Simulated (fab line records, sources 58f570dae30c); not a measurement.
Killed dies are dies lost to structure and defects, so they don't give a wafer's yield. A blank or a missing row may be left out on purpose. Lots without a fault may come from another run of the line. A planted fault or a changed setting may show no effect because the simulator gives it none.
A struck lot beside a sound one | flow berkeley_cmos170 | 27 steps out of a route of 331
Sound: wafers L869.1, L869.3, L869.4. Struck: wafer L885.2. The cause comes at the end.
At each step with rows: each side's tool, then ch and its chambers, then its first start. Under that, the readings that differ: sound wafers | struck wafers | difference of the means | sigmas: that difference in standard deviations of wafers without a fault.
alike: readings whose means differ by less than 2 such deviations, and words and numbers that are the same on both sides. not compared: withheld readings, readings that some wafer has no value for, bounds like >300 that may hide the same value, and numbers for which the record gives no deviation and whose values overlap.
The two part at a step that has a row with sigmas, a row that says differs or no value, or rows on one side only. Numbers that don't overlap but have no deviation are shown without sigmas and don't part them. A reading that every wafer of one side lacks parts them only if that side has two wafers or more.

first, 5 steps without rows for these wafers: UCB170_CONTACT_COAT_10 (resist thk 900 nm); UCB170_CONTACT_SOFTBAKE_11 (time 60 s); UCB170_CONTACT_EXPOSE_12 (exposes mask CONT, target cd 700 nm); UCB170_CONTACT_PEB_13; UCB170_CONTACT_DEVELOP_14 (develop time 45 s).
UCB170_CONTACT_CD_MEAS_15: target cd 700 nm.
  sound on cd_sem-02, day 7 11:58; struck on cd_sem-02, day 11 15:17
  alike: cd_nm
UCB170_CONTACT_OVL_MEAS_16:
  sound on overlay-01, day 7 12:05; struck on overlay-01, day 11 15:23
  alike: CONTACT_OVL
UCB170_CONTACT_ETCH_17: etches BARC in N2/H2.
  sound on rie_diel-03 ch 0,1,2, day 7 12:08; struck on rie_diel-01 ch 1, day 11 15:25
  alike: drypump_motor_current_A, oes_product_au, rf_fwd_power_W, throttle_valve_pct
UCB170_CONTACT_ETCH_18: etches PSG in CHF3/CF4/Ar, stops on TiSi2, target depth 840 nm, time 195 s.
  sound on rie_diel-03 ch 0,1,2; struck on rie_diel-01 ch 1
  alike: drypump_motor_current_A, oes_product_au, rf_fwd_power_W, throttle_valve_pct
  not compared: rf_hours_counter_h
UCB170_CONTACT_STRIP_19: strips in O2.
  sound on plasma_asher-03 ch 0,1, day 7 12:18; struck on plasma_asher-04 ch 1, day 11 15:35
  reading                     | sound          | struck | difference | sigmas
  drypump_motor_current_A (A) | 5.71 6.02 5.71 | 6.20   | +0.39      | +2
  alike: oes_product_au
  not compared: rf_hours_counter_h
UCB170_CONTACT_CD_MEAS_90: target cd 700 nm.
  sound on cd_sem-02, day 7 12:29; struck on cd_sem-01, day 11 15:42
  alike: cd_nm
then, 1 step without rows for these wafers: UCB170_CONTACT_CLEAN_20 (cleans in SPM, time 600 s).
UCB170_M1_SPUTTER_00: material Al, target thk 600 nm, time 80 s.
  sound on pvd_sputter-02, day 7 12:49; struck on pvd_sputter-04, day 11 15:59
  reading                               | sound             | struck | difference | sigmas
  model.Al_of_M1_SPUTTER_00.thk_nm (nm) | 597.1 604.6 605.1 | 725.4  | +123.1     |
  alike: throttle_valve_pct
UCB170_M1_RS_MEAS_01: measures by four-point-probe.
  sound on film_metro-01, day 7 12:56; struck on film_metro-03, day 11 16:04
  reading           | sound                | struck | difference | sigmas
  M1_AL_RS (ohm/sq) | 0.0489 0.0482 0.0483 | 0.0400 | -0.0085    | -15
UCB170_M1_THK_MEAS_02: measures by xrf.
  sound on film_metro-01, day 7 13:03; struck on film_metro-03, day 11 16:10
  reading        | sound       | struck | difference | sigmas
  M1_AL_THK (nm) | 598 604 603 | 721    | +119       | +17
then, 6 steps without rows for these wafers: UCB170_M1_COAT_03; UCB170_M1_COAT_04 (resist thk 900 nm); UCB170_M1_SOFTBAKE_05 (time 60 s); UCB170_M1_EXPOSE_06 (exposes mask METAL1, target cd 700 nm); UCB170_M1_PEB_07; UCB170_M1_DEVELOP_08 (develop time 45 s).
UCB170_M1_CD_MEAS_09: target cd 700 nm.
  sound on cd_sem-02, day 7 14:08; struck on cd_sem-02, day 11 17:44
  alike: cd_nm
UCB170_M1_OVL_MEAS_10:
  sound on overlay-01, day 7 14:16; struck on overlay-02, day 11 17:51
  alike: M1_OVL
UCB170_M1_ETCH_11: etches BARC in N2/H2.
  sound on rie_diel-04 ch 1,2,3, day 7 14:18; struck on rie_diel-01 ch 0, day 11 17:53
  alike: drypump_motor_current_A, oes_product_au, rf_fwd_power_W, throttle_valve_pct
UCB170_M1_METAL_ETCH_12: etches Al in Cl2/BCl3, stops on PSG, target depth 780 nm, time 130 s.
  sound on rie_metal-02 ch 0,1, day 7 14:20; struck on rie_metal-01 ch 1, day 11 17:55
  reading               | sound             | struck | difference | sigmas
  oes_product_au (a.u.) | 0.858 0.851 0.870 | 0.951  | +0.091     | +6
  alike: drypump_motor_current_A, rf_fwd_power_W, throttle_valve_pct
  not compared: rf_hours_counter_h
UCB170_M1_STRIP_13: strips in O2.
  sound on plasma_asher-03 ch 0,1, day 7 14:28; struck on plasma_asher-01 ch 1, day 11 18:03
  alike: drypump_motor_current_A, oes_product_au
  not compared: rf_hours_counter_h
UCB170_M3_PROBE_99:
  sound on prober-01, day 8 07:35; struck on prober-01, day 12 08:44
  reading                               | sound                         | struck    | difference | sigmas
  model.etest.m1.rs_ohm_sq              | 0.04873 0.04823 0.04787       | 0.0404    | -0.0079    |
  model.etest.antenna_m1.vt_shift_v (V) | -0.007399 -0.008138 -0.006756 | -0.004541 | +0.002890  |

WHERE THEY PART
First at UCB170_CONTACT_STRIP_19; last, within this record, at UCB170_M1_METAL_ETCH_12. Later steps at which nothing parts them and some readings are alike: UCB170_M1_STRIP_13.

WHY: what the simulator had put in
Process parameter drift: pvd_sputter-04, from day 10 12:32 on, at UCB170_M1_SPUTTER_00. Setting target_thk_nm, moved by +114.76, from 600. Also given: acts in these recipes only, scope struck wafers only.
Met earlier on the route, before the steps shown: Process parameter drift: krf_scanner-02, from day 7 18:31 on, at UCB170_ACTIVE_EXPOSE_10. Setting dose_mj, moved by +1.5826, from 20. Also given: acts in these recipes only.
